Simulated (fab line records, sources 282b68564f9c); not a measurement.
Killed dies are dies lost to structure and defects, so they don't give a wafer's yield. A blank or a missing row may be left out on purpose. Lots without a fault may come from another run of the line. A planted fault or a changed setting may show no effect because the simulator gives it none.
fab line records | flow rit_cmos
record lots=14 wafers=42 last_day=7
route steps=202 shown FOX2@24 GATE@97 CONTACT@168 M1@202
lots that met no fault: from a run of the same line without faults
start_h: hours from the record's first day to the start of the lot's first wafer shown | wait_h: hours since the lot's step before | " the same as in the row above | L1.1+2: a row that stands for several wafers | - no value, or no start given | * or withheld: withheld | < > ~ a bound
route shown NAME@n: a module of which the file shows steps, and the number in the route of the first | usual: mean/standard deviation of fault-free wafers | same: alike in all rows | chamber/n: place in a boat | sites: the reading at each site | _std_site: their standard deviation | _edge_site: outer sites' mean less inner sites' | radius_mm: how far each site lies from the wafer's centre | mask NAME#n: copy n | behind: the tool/chamber that last shaped the wafer | hold: why the lot was held/for how many hours/how that ended | device: the transistor (n, p or np) that didn't switch | end of line: the same wafers' tests at the end of the route | a step without rows: its recipe alone | killed: dies lost to structure and defects at the first sort, not the wafer's yield | map: a wafer's dies, x killed, . not, _ none there
set.NAME: the setting as run; set.NAME@STEP: as run at that earlier step | model.NAME: the simulator's own value behind a step, which no gauge read
steps of the route over a sample of lots; a table a step, a row a wafer
services: from which hour (start_h, from the record's first day; less than 0 if before it) a tool's chamber was out of use, for how many hours, and why
## steps
# step RIT_FOX2_THK_MEAS_01
# recipe reads=SiO2_of_FOX2_OXIDATION_00
# usual FOX2_OXIDE_THK=353/6.8
# columns lot.wafer tool chamber start_h wait_h FOX2_OXIDE_THK[nm]
L154.1 film_metro-04 - 20.56 0.0 350
L154.4 " - " " 348
L154.6 " - " " 351
L155.1 film_metro-04 - 25.42 0.0 346
L155.2 " - " " 352
L155.4 " - " " 345
L158.1 film_metro-01 - 40.73 0.0 341
L158.2 " - " " 345
L158.6 " - " " 342
L159.1 film_metro-01 - 48.21 0.0 356
L159.5 " - " " 346
L159.6 " - " " 343
L163.1 film_metro-02 - 66.40 0.0 364
L163.3 " - " " 356
L163.5 " - " " 350
L164.2 film_metro-02 - 69.28 0.0 349
L164.3 " - " " 345
L164.4 " - " " 342
L170.1 film_metro-02 - 100.21 0.0 352
L170.2 " - " " 357
L170.5 " - " " 356
L171.1 film_metro-02 - 104.69 0.0 346
L171.4 " - " " 347
L171.6 " - " " 352
L172.1 film_metro-04 - 110.98 0.0 359
L172.4 " - " " 359
L172.5 " - " " 359
L173.3 film_metro-01 - 115.59 0.0 353
L173.4 " - " " 356
L173.5 " - " " 352
L174.1 film_metro-01 - 119.87 0.0 357
L174.2 " - " " 356
L174.3 " - " " 356
L175.1 film_metro-01 - 125.23 0.0 360
L175.2 " - " " 358
L175.5 " - " " 360
L176.2 film_metro-02 - 129.12 0.0 356
L176.4 " - " " 359
L176.6 " - " " 357
L177.2 film_metro-02 - 133.47 0.0 366
L177.4 " - " " 367
L177.6 " - " " 368
# step RIT_FOX2_THK_MEAS_90
# recipe reads=SiO2_of_FOX2_OXIDATION_00
# usual FIELD_OXIDE_LEFT_1_THK=326/6.8
# columns lot.wafer tool chamber start_h wait_h FIELD_OXIDE_LEFT_1_THK[nm]
L154.1 film_metro-01 - 21.44 0.0 322
L154.4 " - " " 320
L154.6 " - " " 324
L155.1 film_metro-04 - 26.36 0.0 319
L155.2 " - " " 325
L155.4 " - " " 318
L158.1 film_metro-04 - 41.61 0.0 314
L158.2 " - " " 317
L158.6 " - " " 315
L159.1 film_metro-01 - 49.23 0.0 328
L159.5 " - " " 318
L159.6 " - " " 316
L163.1 film_metro-01 - 67.34 0.0 336
L163.3 " - " " 328
L163.5 " - " " 322
L164.2 film_metro-02 - 70.16 0.0 321
L164.3 " - " " 318
L164.4 " - " " 315
L170.1 film_metro-02 - 101.29 0.0 325
L170.2 " - " " 330
L170.5 " - " " 329
L171.1 film_metro-02 - 105.64 0.0 318
L171.4 " - " " 320
L171.6 " - " " 325
L172.1 film_metro-01 - 111.85 0.0 333
L172.4 " - " " 332
L172.5 " - " " 331
L173.3 film_metro-01 - 116.52 0.0 326
L173.4 " - " " 329
L173.5 " - " " 326
L174.1 film_metro-01 - 120.81 0.0 330
L174.2 " - " " 329
L174.3 " - " " 329
L175.1 film_metro-01 - 126.12 0.0 333
L175.2 " - " " 330
L175.5 " - " " 332
L176.2 film_metro-01 - 130.01 0.0 328
L176.4 " - " " 331
L176.6 " - " " 330
L177.2 film_metro-01 - 134.35 0.0 339
L177.4 " - " " 340
L177.6 " - " " 341
# step RIT_GATE_CD_MEAS_90
# recipe target_cd_nm=150
# usual cd_nm=150.5/2.5
# columns lot.wafer tool chamber start_h wait_h cd_nm
L154.1 cd_sem-02 - 39.01 0.1 150.3
L154.4 " - " " 149.7
L154.6 " - " " 151.0
L155.1 cd_sem-02 - 48.38 0.1 153.4
L155.2 " - " " 153.2
L155.4 " - " " 152.5
L158.1 cd_sem-01 - 60.66 0.1 153.1
L158.2 " - " " 151.8
L158.6 " - " " 153.5
L159.1 cd_sem-02 - 67.63 0.1 154.2
L159.5 " - " " 155.8
L159.6 " - " " 153.9
L163.1 cd_sem-02 - 86.14 0.1 148.2
L163.3 " - " " 149.1
L163.5 " - " " 148.5
L164.2 cd_sem-02 - 89.04 0.1 149.5
L164.3 " - " " 148.3
L164.4 " - " " 149.7
L170.1 cd_sem-02 - 118.44 0.1 149.6
L170.2 " - " " 152.2
L170.5 " - " " 150.5
L171.1 cd_sem-01 - 127.06 0.1 152.5
L171.4 " - " " 149.4
L171.6 " - " " 152.2
L172.1 cd_sem-01 - 131.22 0.1 154.1
L172.4 " - " " 152.0
L172.5 " - " " 152.0
L173.3 cd_sem-02 - 133.62 0.1 145.6
L173.4 " - " " 147.3
L173.5 " - " " 145.1
L174.1 cd_sem-02 - 141.49 0.1 150.6
L174.2 " - " " 152.9
L174.3 " - " " 150.1
L175.1 cd_sem-02 - 145.89 0.1 148.7
L175.2 " - " " 149.1
L175.5 " - " " 149.0
L176.2 cd_sem-01 - 148.30 0.1 155.9
L176.4 " - " " 151.6
L176.6 " - " " 152.0
L177.2 cd_sem-02 - 154.47 0.1 151.0
L177.4 " - " " 149.6
L177.6 " - " " 151.3
# step RIT_CONTACT_CVD_00
# recipe material=SiO2 target_thk_nm=400 precursor=TEOS temp_c=390 time_s=61 rf_w=412.9
# usual heater_power_w=318/65 rf_fwd_power_W=409.3/1.6 time_s=61/0
# columns lot.wafer tool chamber start_h wait_h heater_power_w rf_fwd_power_W since_wet_clean_h time_s
L154.1 pecvd-02 0 52.67 0.1 245 408.5 608 61
L154.4 " 0 " " 254 410.3 - 61
L154.6 " 2 " " 446 408.3 - 61
L155.1 pecvd-03 1 61.31 0.1 300 407.7 212 61
L155.2 " 2 " " 423 407.7 212 61
L155.4 " 1 " " 325 408.1 - 61
L158.1 pecvd-03 1 74.66 0.1 298 405.5 225 61
L158.2 " 0 " " 264 410.3 225 61
L158.6 " 2 " " 455 407.9 - 61
L159.1 pecvd-01 1 81.70 0.1 276 411.2 1027 61
L159.5 " 2 " " 312 411.1 - 61
L159.6 " 1 " " 287 411.3 - 61
L163.1 pecvd-02 1 100.05 0.1 - - - -
L163.3 " 0 " " - - - -
L163.5 " 2 " " - - - -
L164.2 pecvd-03 1 103.94 0.0 - - - -
L164.3 " 0 " " - - - -
L164.4 " 2 " " - - - -
L170.1 pecvd-03 2 132.74 0.1 382 406.4 283 61
L170.2 " 1 " " 339 408.6 283 61
L170.5 " 1 " " 354 407.6 - 61
L171.1 pecvd-01 0 140.10 0.1 337 412.2 1086 61
L171.4 " 1 " " 305 410.4 - 61
L171.6 " 0 " " 354 410.7 - 61
L172.1 pecvd-02 0 144.22 0.1 263 406.2 699 61
L172.4 " 2 " " 411 408.5 - 61
L172.5 " 0 " " 274 408.8 - 61
L173.3 pecvd-03 2 148.15 0.0 408 407.8 299 61
L173.4 " 0 " " 273 408.3 - 61
L173.5 " 2 " " 417 408.1 - 61
L174.1 pecvd-01 2 155.28 0.1 340 410.8 1101 61
L174.2 " 1 " " 232 410.2 1101 61
L174.3 " 0 " " 288 411.1 1101 61
L175.1 pecvd-02 0 159.74 0.1 256 408.2 715 61
L175.2 " 1 " " 312 408.4 715 61
L175.5 " 2 " " 443 408.4 - 61
L176.2 pecvd-03 1 163.09 0.0 300 408.2 314 61
L176.4 " 0 " " 289 409.8 - 61
L176.6 " 2 " " 390 408.6 - 61
L177.2 pecvd-01 1 170.89 0.0 322 414.1 1117 61
L177.4 " 1 " " 230 411.7 - 61
L177.6 " 1 " " 243 412.0 - 61
# step RIT_CONTACT_CD_MEAS_90
# recipe target_cd_nm=1000
# usual cd_nm=1000.1/2.3
# columns lot.wafer tool chamber start_h wait_h cd_nm
L154.1 cd_sem-02 - 54.43 0.1 999.4
L154.4 " - " " 999.0
L154.6 " - " " 997.2
L155.1 cd_sem-02 - 63.06 0.1 1000.1
L155.2 " - " " 1000.5
L155.4 " - " " 1002.2
L158.1 cd_sem-02 - 76.41 0.1 999.7
L158.2 " - " " 998.8
L158.6 " - " " 1001.1
L159.1 cd_sem-01 - 83.58 0.1 1001.4
L159.5 " - " " 1001.1
L159.6 " - " " 999.7
L163.1 cd_sem-01 - 101.98 0.1 -
L163.3 " - " " -
L163.5 " - " " -
L164.2 cd_sem-01 - 105.71 0.1 -
L164.3 " - " " -
L164.4 " - " " -
L170.1 cd_sem-02 - 134.62 0.1 1000.6
L170.2 " - " " 1001.6
L170.5 " - " " 1000.2
L171.1 cd_sem-02 - 142.06 0.1 997.2
L171.4 " - " " 996.9
L171.6 " - " " 996.7
L172.1 cd_sem-01 - 146.20 0.1 1003.2
L172.4 " - " " 1001.0
L172.5 " - " " 1001.2
L173.3 cd_sem-02 - 150.07 0.1 1001.4
L173.4 " - " " 998.6
L173.5 " - " " 1000.5
L174.1 cd_sem-02 - 157.15 0.1 998.6
L174.2 " - " " 997.8
L174.3 " - " " 997.6
L175.1 cd_sem-02 - 161.54 0.1 1000.5
L175.2 " - " " 999.4
L175.5 " - " " 999.1
L176.2 cd_sem-02 - 164.87 0.1 997.1
L176.4 " - " " 999.9
L176.6 " - " " 999.7
L177.2 cd_sem-02 - 172.69 0.1 1003.6
L177.4 " - " " 1004.0
L177.6 " - " " 1004.3
# step RIT_M1_PROBE_99
# usual killed_at_contacts=0.1/0.27 killed_at_front_end=6.7/2.9 killed_dies=6.7/2.9 killed_on_rim=1.8/1.4 killed_open=3.4/1.8 killed_short=3.3/2.2
# same gross_dies=264 killed_at_M0_to_M3=0 killed_at_M4_up=0 killed_at_back_side=0 killed_at_other=0
# columns lot.wafer tool chamber start_h wait_h killed_at_contacts killed_at_front_end killed_dies killed_on_rim killed_open killed_short
L154.1 prober-02 - 59.05 0.1 0 12 12 2 6 6
L154.4 prober-02 - 59.20 0.2 1 7 8 2 4 4
L154.6 prober-02 - 59.30 0.2 0 6 6 1 4 2
L155.1 prober-01 - 67.75 0.1 0 5 5 1 3 2
L155.2 prober-01 - 67.80 0.1 0 4 4 2 2 2
L155.4 prober-01 - 67.90 0.2 0 5 5 1 3 2
L163.1 prober-02 - 106.96 0.1 260 4 264 70 1 3
L163.3 prober-02 - 107.06 0.2 264 0 264 70 0 0
L163.5 prober-02 - 107.16 0.2 263 1 264 70 1 0
L164.2 prober-01 - 110.64 0.1 261 3 264 70 0 3
L164.3 prober-01 - 110.69 0.2 264 0 264 70 0 0
L164.4 prober-01 - 110.74 0.2 264 0 264 70 0 0
L171.1 prober-02 - 146.67 0.1 1 5 6 0 1 5
L171.4 prober-02 - 146.82 0.2 0 10 10 2 4 6
L171.6 prober-02 - 146.92 0.2 1 3 4 2 1 3
# killed by level:class
L154.1 REOX:geometric_particle:short=4 REOX:geometric_particle:open=2 GATE:geometric_particle:open=2 FOX1:geometric_particle:open=1 GATE:geometric_particle:short=1 SPACER:geometric_particle:short=1 SPACER:geometric_particle:open=1
L154.4 GATE:geometric_particle:open=2 GATE:geometric_particle:short=2 FOX1:geometric_particle:open=1 FOX2:geometric_particle:open=1 SPACER:geometric_particle:short=1 CONTACT:geometric_particle:short=1
L154.6 GATE:geometric_particle:open=4 FOX1:geometric_particle:short=1 GATE:geometric_particle:short=1
L155.1 FOX1:geometric_particle:open=2 FOX1:geometric_particle:short=1 FOX2:geometric_particle:short=1 GATE:geometric_particle:open=1
L155.2 GATE:geometric_particle:short=1 GATE:geometric_particle:open=1 REOX:geometric_particle:open=1 SILICIDE:geometric_particle:short=1
L155.4 FOX1:geometric_particle:open=3 GATE:geometric_particle:short=2
L163.1 CONTACT:lost_pattern=259 FOX1:geometric_particle:open=1 GATE:geometric_particle:short=1 REOX:geometric_particle:short=1 SILICIDE:geometric_particle:short=1 CONTACT:area_cvd=1
L163.3 CONTACT:lost_pattern=264
L163.5 CONTACT:lost_pattern=262 FOX1:geometric_particle:open=1 CONTACT:area_cvd=1
L164.2 CONTACT:lost_pattern=261 FOX1:geometric_particle:short=1 GATE:geometric_particle:short=1 REOX:geometric_particle:short=1
L164.3 CONTACT:lost_pattern=263 CONTACT:area_cvd=1
L164.4 CONTACT:lost_pattern=264
L171.1 GATE:geometric_particle:short=3 SPACER:geometric_particle:short=1 SILICIDE:geometric_particle:short=1 CONTACT:geometric_particle:open=1
L171.4 GATE:geometric_particle:open=3 SPACER:geometric_particle:short=2 SILICIDE:geometric_particle:short=2 GATE:geometric_particle:short=1 REOX:geometric_particle:short=1 SILICIDE:geometric_particle:open=1
L171.6 FOX1:geometric_particle:short=1 GATE:geometric_particle:short=1 REOX:geometric_particle:short=1 CONTACT:geometric_particle:open=1
## services
# columns tool chamber start_h hours kind
pecvd-02 2 107.85 11.2 repair
pecvd-02 2 121.51 5.9 repair
pecvd-01 0 156.42 16.2 repair
## key
first_sign step=RIT_CONTACT_CVD_00 reading=tool_record direction=missing
effect step=RIT_CONTACT_CD_MEAS_90 reading=cd_nm direction=missing
effect step=RIT_M1_PROBE_99 reading=killed_at_contacts direction=up sigmas=99+ usual=0.1 struck=262.7
met_at RIT_CONTACT_CVD_00
struck_lots L163,L164
later_rows_left_out L163.1,L163.3,L163.5,L164.2,L164.3,L164.4
tester_left_out L163,L164
not_acting_at RIT_FOX2_THK_MEAS_01,RIT_FOX2_THK_MEAS_90,RIT_GATE_CD_MEAS_90
onset_between 74.66 100.05
fault kind=skipped_step_whole tool=pecvd-02,pecvd-03 chamber=- onset_h=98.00 steps=RIT_CONTACT_CVD_00 scope=struck_lots_only
# tester_left_out: of these lots the tester's yield and bins aren't shown, on N5 and GAA mostly nor the transistor test; their killed dies are dies lost to structure and defects alone, not to doping, threshold or leakage, so they don't give the yield
# later_rows_left_out: the simulator's readings of these wafers behind a module that went badly wrong aren't trusted and aren't shown, but for the sort
